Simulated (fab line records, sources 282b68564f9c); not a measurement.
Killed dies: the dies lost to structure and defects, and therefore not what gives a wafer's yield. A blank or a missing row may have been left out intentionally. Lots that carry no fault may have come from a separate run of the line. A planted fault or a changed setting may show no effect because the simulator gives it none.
Which tool was responsible?	flow rit_cmos	Sampling: 14 lots, 42 wafers, 2 of 202 route steps

WHAT EACH GAUGE READ, for each wafer
The record lacks any reading of a measuring or inspecting step that a usual standard deviation could be used to judge.

TOOL THAT RAN EACH LOT (tool first, then ch and the chambers of the sampled wafers, then the start)
lot	RIT_NSD_SOFTBAKE_02	RIT_M1_PROBE_99
L407	litho_track-03 ch 0, day 3 09:21	-
L408	litho_track-04 ch 0, day 3 11:02	-
L410	litho_track-03 ch 0, day 3 23:14	prober-02, day 4 13:02
L412	litho_track-02 ch 0, day 4 03:17	-
L413	litho_track-03 ch 0, day 4 15:44	-
L414	litho_track-02 ch 0, day 4 18:13	prober-02, day 5 07:12
L415	litho_track-02 ch 0, day 4 19:32	-
L417	litho_track-02 ch 0, day 5 06:38	-
L421	litho_track-04 ch 0, day 6 12:42	-
L425	litho_track-03 ch 0, day 7 00:47	-
L426	litho_track-03 ch 0, day 7 03:28	-
L427	litho_track-03 ch 0, day 7 08:36	-
L429	litho_track-03 ch 0, day 7 15:55	-
L430	litho_track-03 ch 0, day 7 20:56	-
- RIT_NSD_SOFTBAKE_02: time 60 s.
- RIT_M1_PROBE_99

AS READ BY THE TOOLS THEMSELVES (means over the sampled wafers that have a number; for cases with no such wafer, the mark the record gives instead)
RIT_NSD_SOFTBAKE_02.
lot	tool	run_length_s (s)
L407	litho_track-03	89.36
L408	litho_track-04	89.46
L410	litho_track-03	89.35
L412	litho_track-02	89.19
L413	litho_track-03	89.29
L414	litho_track-02	89.16
L415	litho_track-02	99.72
L417	litho_track-02	99.77
L421	litho_track-04	89.48
L425	litho_track-03	89.40
L426	litho_track-03	89.39
L427	litho_track-03	89.39
L429	litho_track-03	89.44
L430	litho_track-03	89.32

RIT_M1_PROBE_99.
lot	tool	killed_at_M0_to_M3	killed_at_contacts	killed_at_front_end	killed_dies	killed_open	killed_short
L410	prober-02	0.0	0.0	7.7	7.7	3.3	4.3
L414	prober-02	0.0	0.0	5.3	5.3	2.0	3.3

THE ANSWER, worked out from the rows above alone
Rule: what is usual is taken from the lots themselves. Put in order of their means at a reading, lots are off if they are a third of the lots or fewer, leave a main group of 4 or more, and stand apart from it by a gap of 3 or more times the standard deviation of the main group's means; of several such gaps the widest counts. A main group whose means are all the same, to the digits that the tables above print for the reading, isn't used. Also off: a lot with no number at a reading for which 4 or more lots have one. Where the step has rows for the other lots, those lots are counted as sound. First the gauges in route order, then the tools' own readings, where a lot's mean is used as printed above. The first step at which some lot is off is used, and at that step the reading that is off furthest; a lot without a number counts as furthest.
Off, at RIT_NSD_SOFTBAKE_02 on run_length_s: L415, L417. Mean 89.35 s and standard deviation 0.095 in the main group.
If a tool, at that step or one of the process steps before it, ran each lot that is off and ran no sound lot following the first of them, it fits. One fits: RIT_NSD_SOFTBAKE_02 on litho_track-02. A fault onset in the window from L414 (day 4 18:13, its last sound lot) to L415 (day 4 19:32, its first lot off) fits.
On the lots that are off, the tool's own readings at RIT_NSD_SOFTBAKE_02 differ by more than 5 times the standard deviation of the sound lots' means, which bears it out; run_length_s reads 99.75 s there versus 89.35 s on the sound lots.

WHAT WAS PUT IN BY THE SIMULATOR
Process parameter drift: litho_track-02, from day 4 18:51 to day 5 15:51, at RIT_NSD_SOFTBAKE_02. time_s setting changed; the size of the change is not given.
Lots struck among those shown: L415, L417. The same result came from the rule above.
